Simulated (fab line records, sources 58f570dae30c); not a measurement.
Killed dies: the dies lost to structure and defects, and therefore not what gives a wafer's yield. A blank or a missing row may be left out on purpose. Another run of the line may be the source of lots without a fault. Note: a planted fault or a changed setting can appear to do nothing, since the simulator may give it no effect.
fab line records | flow berkeleyCmos170
record: lots: 7 wafers: 21 lastDay: 11
route steps=331 shown GATE@129
lots that met no fault: from a run of the same line without faults
startH: hours from the record's first day to the start of the lot's first wafer shown | waitH: hours elapsed since this lot's preceding step | " the same as in the row above | L1.1+2: a row that stands for several wafers | - no value, or no start was given | * or withheld: withheld | < > ~ a bound
route shown NAME@n: NAME is a module with steps in the file, n the number in the route of the first one | usual: mean and standard deviation over wafers with no fault | same: alike in all rows | chamber/n: place in a boat | sites: per-site readings | _std_site: how widely they spread, as a standard deviation | _edge_site: mean of outer sites minus mean of inner sites | radiusMm: how far each site lies from the wafer's centre | mask NAME#n: copy n | behind: the tool/chamber that last shaped the wafer | hold: why the lot was held/for how many hours/how that ended | device: names the non-switching transistor (n, p or np) | end of line: tests run on the same wafers once the route is complete | a step without rows: its recipe alone | killed: count of dies lost to structure and defects at first sort (not the wafer's yield) | map: shows each die of a wafer: x if killed, . if not, _ if none is there
set.NAME: the setting that was run; set.NAME@STEP: the one run at that earlier step | model.NAME: the simulator's own value behind a step, which no gauge read
lots at selected steps of the route; one table per step, one row per wafer
services: from which hour (startH, from the record's first day; less than 0 if before it) a tool's chamber was out of use, for how many hours, and why
== steps ==
step: UCB170_GATE_ANNEAL_03
recipe: tempC: 900 timeS: 1800 ambient: N2
step: UCB170_GATE_CVD_04
recipe: material: poly-Si tempC: 610 precursor: SiH4 timeS: 1440 pressureMtorr: 375 targetThkNm: 214 sih4FlowSccm: 120
step: UCB170_GATE_THK_MEAS_05
recipe: reads: poly-Si_of_GATE_CVD_04
usual: GATE_POLY_THK: 215.1/1.9
columns lot.wafer tool chamber startH waitH GATE_POLY_THK[nm]
L841.1 filmMetro-04 - 140.50 0.1 214.2
L841.2 " - " " 216.0
L841.5 " - " " 215.2
L846.1 filmMetro-02 - 172.20 0.1 217.3
L846.2 " - " " 217.0
L846.6 " - " " 216.1
L849.1 filmMetro-03 - 172.20 0.1 215.4
L849.3 " - " " 214.3
L849.5 " - " " 215.3
L851.1 filmMetro-04 - 209.03 0.0 213.8
L851.3 " - " " 214.1
L851.5 " - " " 214.8
L857.3 filmMetro-03 - 209.05 0.0 214.1
L857.4 " - " " 215.1
L857.5 " - " " 213.0
L859.3 filmMetro-04 - 214.39 0.0 216.7
L859.4 " - " " 216.9
L859.5 " - " " 217.2
L861.3 filmMetro-03 - 229.33 0.0 215.9
L861.4 " - " " 215.8
L861.6 " - " " 216.9
step: UCB170_GATE_COAT_06
recipe: resist: BARC tempC: withheld timeS: withheld spinRpm: 3000 resistThkNm: withheld
step: UCB170_GATE_COAT_07
recipe: resist: KrF spinRpm: 1500 resistThkNm: 900
step: UCB170_GATE_SOFTBAKE_08
recipe: resist: KrF tempC: 130 timeS: 60
step: UCB170_GATE_EXPOSE_09
recipe: maskId: POLY targetCdNm: 350 na: 0.5 sigmaOuter: 0.6 sourceShape: conventional doseMj: 21
step: UCB170_GATE_PEB_10
recipe: pebTempC: 130 pebTimeS: withheld resist: KrF
step: UCB170_GATE_DEVELOP_11
recipe: developer: TMAH developTimeS: 45 resist: KrF devTempC: 21
step: UCB170_GATE_CD_MEAS_12
recipe: targetCdNm: 350
usual: cdNm: 349.9/1.7
columns lot.wafer tool chamber startH waitH cdNm
L841.1 cdSem-02 - 144.06 - 349.0
L841.2 " - " " 348.5
L841.5 " - " " 347.7
L849.1 cdSem-01 - 173.82 - 350.3
L849.3 " - " " 349.6
L849.5 " - " " 350.2
L846.1 cdSem-02 - 173.94 - 350.7
L846.2 " - " " 350.5
L846.6 " - " " 350.9
L851.1 cdSem-02 - 210.48 - 347.3
L851.3 " - " " 350.7
L851.5 " - " " 350.8
L857.3 cdSem-01 - 210.77 - 350.0
L857.4 " - " " 349.6
L857.5 " - " " 350.4
L859.3 cdSem-01 - 215.71 - 346.4
L859.4 " - " " 347.6
L859.5 " - " " 346.2
L861.3 cdSem-02 - 232.16 - 351.2
L861.4 " - " " 349.9
L861.6 " - " " 350.8
step: UCB170_GATE_OVL_MEAS_13
usual: GATE_OVL: 1/5.3
columns lot.wafer tool chamber startH waitH GATE_OVL[nm]
L841.1 overlay-02 - 144.18 0.1 -4
L841.2 " - " " -3
L841.5 " - " " -10
L849.1 overlay-02 - 173.94 0.1 5
L849.3 " - " " 3
L849.5 " - " " 4
L846.1 overlay-01 - 174.06 0.1 11
L846.2 " - " " 10
L846.6 " - " " 8
L851.1 overlay-02 - 210.60 0.1 -3
L851.3 " - " " 4
L851.5 " - " " 2
L857.3 overlay-02 - 210.86 0.1 4
L857.4 " - " " -5
L857.5 " - " " -2
L859.3 overlay-02 - 215.80 0.1 -5
L859.4 " - " " 0
L859.5 " - " " -2
L861.3 overlay-02 - 232.26 0.1 8
L861.4 " - " " 6
L861.6 " - " " 8
step: UCB170_GATE_ETCH_14
recipe: chemistry: N2/H2 targetDepthA: withheld overetchA: withheld target: BARC timeS: withheld sourceW: 500 biasW: 100 pressureMtorr: 30 n2FlowSccm: 100 h2FlowSccm: 200
usual: biasW: 100.05/0.29 chamberPressureMTorr: 30.001/0.029 drypumpMotorCurrentA: 5.7/0.35 oesProductAu: 1.004/0.015 rfFwdPowerW: 494.4/2.3 throttleValvePct: 13.36/0.25
columns lot.wafer tool chamber startH waitH biasW chamberPressureMTorr drypumpMotorCurrentA oesProductAu rfFwdPowerW throttleValvePct
L841.1 rieDiel-02 3 144.22 0.0 100.22 29.998 5.6 0.998 495.6 13.06
L841.2 " 1 " " 99.64 30.011 5.5 0.976 495.1 13.62
L841.5 " 1 " " 99.92 30.067 5.5 0.998 496.5 13.62
L849.1 rieDiel-01 1 173.98 0.0 100.50 30.004 5.8 0.986 491.6 13.08
L849.3 " 2 " " 100.04 30.036 5.6 1.015 494.6 13.12
L849.5 " 2 " " 99.77 30.006 5.6 1.008 494.4 13.11
L846.1 rieDiel-04 2 174.10 0.0 99.77 30.015 5.3 1.000 497.5 13.28
L846.2 " 1 " " 100.19 29.996 6.4 1.001 493.8 13.67
L846.6 " 2 " " 99.84 30.045 5.3 1.002 497.0 13.28
L851.1 rieDiel-02 2 210.64 0.0 100.13 29.983 6.0 1.002 494.4 13.40
L851.3 " 1 " " 100.16 29.977 5.5 1.006 492.7 13.61
L851.5 " 1 " " 99.90 29.998 5.5 1.003 494.0 13.60
L857.3 rieDiel-02 0 210.88 0.0 100.36 29.994 6.1 1.017 492.1 13.61
L857.4 " 2 " " 100.01 29.971 6.0 1.006 496.0 13.40
L857.5 " 1 " " 100.32 30.040 5.5 0.999 491.2 13.61
L859.3 rieDiel-01 2 215.82 0.0 99.62 30.005 5.6 1.024 496.7 13.11
L859.4 " 3 " " 100.65 30.006 5.4 1.007 496.1 13.08
L859.5 " 2 " " 99.84 30.005 5.6 1.016 494.2 13.09
L861.3 rieDiel-01 3 232.28 0.0 100.21 29.947 5.4 1.012 494.5 13.06
L861.4 " 1 " " 99.60 29.977 5.7 0.988 490.8 13.08
L861.6 " 2 " " 100.21 30.002 5.6 1.017 494.9 13.10
step: UCB170_GATE_ETCH_15
recipe: chemistry: HBr/Cl2 target: poly-Si stopOn: SiO2 overEtchFrac: 0.3 icpW: 300 biasW: 150 timeS: 56.3 pressureMtorr: 15 HBr_flow_sccm: 150 Cl2_flow_sccm: 50 targetDepthA: 2782
usual: HBr_flow_sccm: 150.0/0.42 biasW: 150.0/0.45 drypumpMotorCurrentA: 5.7/0.34 oesProductAu: 0.838/0.014 rfFwdPowerW: 297.3/1.1 throttleValvePct: 26.38/0.22
columns lot.wafer tool chamber startH waitH HBr_flow_sccm biasW drypumpMotorCurrentA oesProductAu rfFwdPowerW rfHoursCounterH throttleValvePct model.KrF_of_GATE_COAT_07.thkNm
L841.1 rieSi-02 0 144.26 - 151.1 150.0 6.2 0.843 297.6 111 26.12 782.3
L841.2 " 3 " " 149.7 150.3 6.1 0.830 297.7 1 25.98 778.9
L841.5 " 0 " " 150.0 150.1 6.1 0.849 299.5 - 26.12 783.2
L849.1 rieSi-01 2 174.02 - - - - - - - - 889.4
L849.3 " 1 " " - - - - - - - 890
L849.5 " 3 " " - - - - - - - 889.3
L846.1 rieSi-02 2 174.14 - - - - - - - - 882.2
L846.2 " 3 " " - - - - - - - 885.3
L846.6 " 0 " " - - - - - - - 885.4
L851.1 rieSi-01 2 210.68 - - - - - - - - 880
L851.3 " 1 " " - - - - - - - 882.3
L851.5 " 2 " " - - - - - - - 885.1
L857.3 rieSi-01 3 210.93 - 149.8 149.5 5.2 0.856 295.4 2 26.44 776.4
L857.4 " 0 " " 150.1 149.5 5.8 0.838 298.4 73 26.35 777.5
L857.5 " 1 " " 150.3 150.4 5.5 0.813 297.9 - 26.57 773.4
L859.3 rieSi-01 3 215.86 - 149.9 149.0 5.1 0.859 298.4 2 26.45 781.9
L859.4 " 3 " " 149.3 149.4 5.2 0.846 297.5 - 26.45 780.9
L859.5 " 0 " " 150.2 149.4 5.8 0.835 296.8 - 26.37 783.9
L861.3 rieSi-02 3 232.32 - 149.9 149.9 6.1 0.839 296.4 2 25.99 775.7
L861.4 " 1 " " 149.8 150.4 5.4 0.833 299.1 - 26.73 775.9
L861.6 " 2 " " 149.9 149.5 5.8 0.829 296.7 - 26.46 774
step: UCB170_GATE_STRIP_16
recipe: chemistry: O2 powerW: 400 pressureMtorr: 3500 platenTempC: withheld o2FlowSccm: 400 overashFraction: 0.5
usual: drypumpMotorCurrentA: 6.08/0.27 oesProductAu: 0.725/0.005
same: overashFraction: 0.5
columns lot.wafer tool chamber startH waitH drypumpMotorCurrentA oesProductAu rfHoursCounterH
L841.1 plasmaAsher-02 0 144.31 0.0 6.09 0.734 37
L841.2 " 1 " " 5.79 0.725 37
L841.5 " 1 " " 5.77 0.724 -
L849.1 plasmaAsher-03 1 174.07 0.0 6.11 0.719 8
L849.3 " 1 " " 6.08 0.736 -
L849.5 " 0 " " 5.80 0.731 -
L846.1 plasmaAsher-02 1 174.19 0.0 5.78 0.730 40
L846.2 " 0 " " 6.09 0.717 40
L846.6 " 0 " " 6.12 0.730 -
L851.1 plasmaAsher-03 0 210.73 0.0 5.76 0.731 12
L851.3 " 1 " " 6.09 0.727 -
L851.5 " 1 " " 6.08 0.724 -
L857.3 plasmaAsher-02 1 211.01 0.1 5.76 0.720 -
L857.4 " 0 " " 6.09 0.724 -
L857.5 " 0 " " 6.10 0.725 -
L859.3 plasmaAsher-04 1 215.94 0.1 6.56 0.707 -
L859.4 " 0 " " 6.27 0.731 -
L859.5 " 0 " " 6.29 0.735 -
L861.3 plasmaAsher-03 0 232.40 0.1 5.81 0.727 -
L861.4 " 1 " " 6.10 0.720 -
L861.6 " 1 " " 6.09 0.722 -
step: UCB170_GATE_CD_MEAS_90
recipe: targetCdNm: 350
usual: cdNm: 350.0/1.9
columns lot.wafer tool chamber startH waitH cdNm
L841.1 cdSem-01 - 144.41 0.1 349.5
L841.2 " - " " 348.1
L841.5 " - " " 347.4
L849.1 cdSem-01 - 174.17 0.1 -
L849.3 " - " " -
L849.5 " - " " -
L846.1 cdSem-02 - 174.29 0.1 -
L846.2 " - " " -
L846.6 " - " " -
L851.1 cdSem-01 - 210.85 0.1 -
L851.3 " - " " -
L851.5 " - " " -
L857.3 cdSem-01 - 211.11 0.1 350.8
L857.4 " - " " 349.1
L857.5 " - " " 350.3
L859.3 cdSem-02 - 216.06 0.1 346.4
L859.4 " - " " 347.0
L859.5 " - " " 347.2
L861.3 cdSem-02 - 232.51 0.1 351.1
L861.4 " - " " 350.1
L861.6 " - " " 351.0
step: UCB170_GATE_CLEAN_17
recipe: chemistry: SPM tempC: 120 timeS: 600
== services ==
columns tool chamber startH hours kind
rieDiel-02 3 124.37 14.3 repair
rieDiel-02 2 132.89 11.5 repair
plasmaAsher-02 - 133.03 0.4 repair
plasmaAsher-02 - 151.12 2.8 pm
rieDiel-02 1 158.63 5.6 repair
plasmaAsher-02 - 164.43 2.4 repair
rieDiel-01 1 168.36 2.4 repair
rieDiel-04 0 173.74 - clean
rieDiel-04 0 173.74 13.6 scheduledDown
rieDiel-04 0 173.74 13.6 ventCycle
rieDiel-01 1 174.41 6.0 repair
rieDiel-04 3 207.48 5.9 repair
rieSi-01 2 211.29 15.5 repair
rieSi-02 0 212.72 - clean
rieSi-02 0 212.72 20.8 scheduledDown
rieSi-02 0 212.72 20.8 ventCycle
plasmaAsher-04 - 228.96 2.9 repair
== key ==
firstSign: step: UCB170_GATE_ETCH_15 reading: toolRecord direction: missing
effect: step: UCB170_GATE_CD_MEAS_90 reading: cdNm direction: missing
modelEffect: step: UCB170_GATE_ETCH_15 value: KrF_of_GATE_COAT_07.thkNm without: 776.3 struck: 885.4
metAt UCB170_GATE_ETCH_15
struckWafers L846.1,L846.2,L846.6,L849.1,L849.3,L849.5,L851.1,L851.3,L851.5
laterRowsLeftOut L846.1,L846.2,L846.6,L849.1,L849.3,L849.5,L851.1,L851.3,L851.5
sortLeftOut L846.1,L846.2,L846.6,L849.1,L849.3,L849.5,L851.1,L851.3,L851.5
testerLeftOut L846,L849,L851
onsetBetween 144.26 174.02
fault: kind: skippedStepWhole tool: rieSi-01,rieSi-02 chamber: - onsetH: 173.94 steps: UCB170_GATE_ETCH_15 scope: struckLotsOnly
testerLeftOut: of these lots the tester's yield and bins aren't shown, on N5 and GAA mostly nor the transistor test; their killed dies are dies lost to structure and defects alone, not to doping, threshold or leakage, so they don't give the yield
sortLeftOut: the simulated sort isn't trusted on such a fault, so these wafers' sort isn't shown, and their yield isn't known
laterRowsLeftOut: the simulator's readings of these wafers behind a module that went badly wrong aren't trusted and aren't shown, but for the sort
